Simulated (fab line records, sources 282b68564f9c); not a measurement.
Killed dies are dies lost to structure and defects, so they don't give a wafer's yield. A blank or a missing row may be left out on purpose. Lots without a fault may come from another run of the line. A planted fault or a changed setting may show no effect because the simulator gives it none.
Tool commonality check | flow rit_cmos | 13 lots, 39 wafers sampled

WHY IT WAS OPENED
At RIT_NRETRO_TW_MEAS_10 the reading NRETRO_TW is flagged on 1 of 13 lots. Wafers without a fault read 1047, standard deviation 7.6.
Rule: a lot is flagged when every wafer of it that has a number lies more than 4 standard deviations from that mean, or none has a number. The other lots count as sound.

lot  | measured    | on            | NRETRO_TW, wafer by wafer | flag
L619 | day 2 15:45 | film_metro-03 | 1045 1053 1047            |
L620 | day 3 00:26 | film_metro-02 | 1042 1048 1046            |
L621 | day 3 03:16 | film_metro-03 | 1052 1052 1047            |
L623 | day 3 15:59 | film_metro-02 | 1037 1040 1043            |
L624 | day 3 18:33 | film_metro-02 | 30 30 30                  | FLAGGED
L625 | day 3 23:32 | film_metro-02 | 1039 1033 1036            |
L632 | day 5 10:05 | film_metro-02 | 1041 1039 1042            |
L633 | day 5 14:52 | film_metro-02 | 1048 1037 1040            |
L634 | day 5 20:07 | film_metro-04 | 1047 1050 1042            |
L635 | day 6 01:39 | film_metro-02 | 1040 1038 1038            |
L636 | day 6 06:51 | film_metro-03 | 1057 1058 1056            |
L637 | day 6 12:25 | film_metro-03 | 1056 1058 1055            |
L639 | day 6 21:04 | film_metro-04 | 1060 1064 1065            |
The numbers of the flagged lots are 30 on average: -1017 against the usual, or -99 or more standard deviations.

WHICH TOOL RAN EACH LOT
The record holds 1 process step before the reading, out of a route of 202 steps. In each cell: the tool, then ch and the chambers that the sampled wafers went through, then the start.
lot  | flag    | RIT_NRETRO_EXPOSE_03
L619 |         | iline_stepper-01 ch 0, day 2 14:43
L620 |         | iline_stepper-02 ch 0, day 2 23:25
L621 |         | iline_stepper-02 ch 0, day 3 02:14
L623 |         | iline_stepper-02 ch 0, day 3 14:57
L624 | FLAGGED | iline_stepper-02 ch 0, day 3 17:32
L625 |         | iline_stepper-01 ch 0, day 3 22:29
L632 |         | iline_stepper-01 ch 0, day 5 09:02
L633 |         | iline_stepper-02 ch 0, day 5 13:50
L634 |         | iline_stepper-01 ch 0, day 5 18:49
L635 |         | iline_stepper-02 ch 0, day 6 00:37
L636 |         | iline_stepper-02 ch 0, day 6 05:49
L637 |         | iline_stepper-01 ch 0, day 6 11:23
L639 |         | iline_stepper-01 ch 0, day 6 20:02
What these steps do:
- RIT_NRETRO_EXPOSE_03: exposes mask M4, target cd 43900 nm.
- RIT_NRETRO_TW_MEAS_10

FLAGGED OVER TOTAL, TOOL BY TOOL (the gauges that took the reading come last)
step                  | tool             | lots run | flagged | share of the flagged lots | sound lots run after its first flagged lot
RIT_NRETRO_EXPOSE_03  | iline_stepper-01 | 6        | 0       | none                      | -
RIT_NRETRO_EXPOSE_03  | iline_stepper-02 | 7        | 1       | all                       | 3 (L633,L635,L636)
RIT_NRETRO_TW_MEAS_10 | film_metro-02    | 7        | 1       | all                       | 4 (L625,L632,L633,L635)
RIT_NRETRO_TW_MEAS_10 | film_metro-03    | 4        | 0       | none                      | -
RIT_NRETRO_TW_MEAS_10 | film_metro-04    | 2        | 0       | none                      | -

WHAT THE TABLE ALLOWS
2 rows of the table ran every flagged lot: iline_stepper-02 at RIT_NRETRO_EXPOSE_03, film_metro-02 at RIT_NRETRO_TW_MEAS_10.
- iline_stepper-02 at RIT_NRETRO_EXPOSE_03: 1 of its 7 lots flagged. Sound lots ran on it after the first flagged one (L633, L635, L636), which a lasting fault on the whole tool wouldn't allow.
- film_metro-02 at RIT_NRETRO_TW_MEAS_10: 1 of its 7 lots flagged. Sound lots ran on it after the first flagged one (L625, L632, L633, L635), which a lasting fault on the whole tool wouldn't allow.
No row of the table ran every flagged lot and no sound lot after the first.

WHAT THE SIMULATOR HAD PUT IN
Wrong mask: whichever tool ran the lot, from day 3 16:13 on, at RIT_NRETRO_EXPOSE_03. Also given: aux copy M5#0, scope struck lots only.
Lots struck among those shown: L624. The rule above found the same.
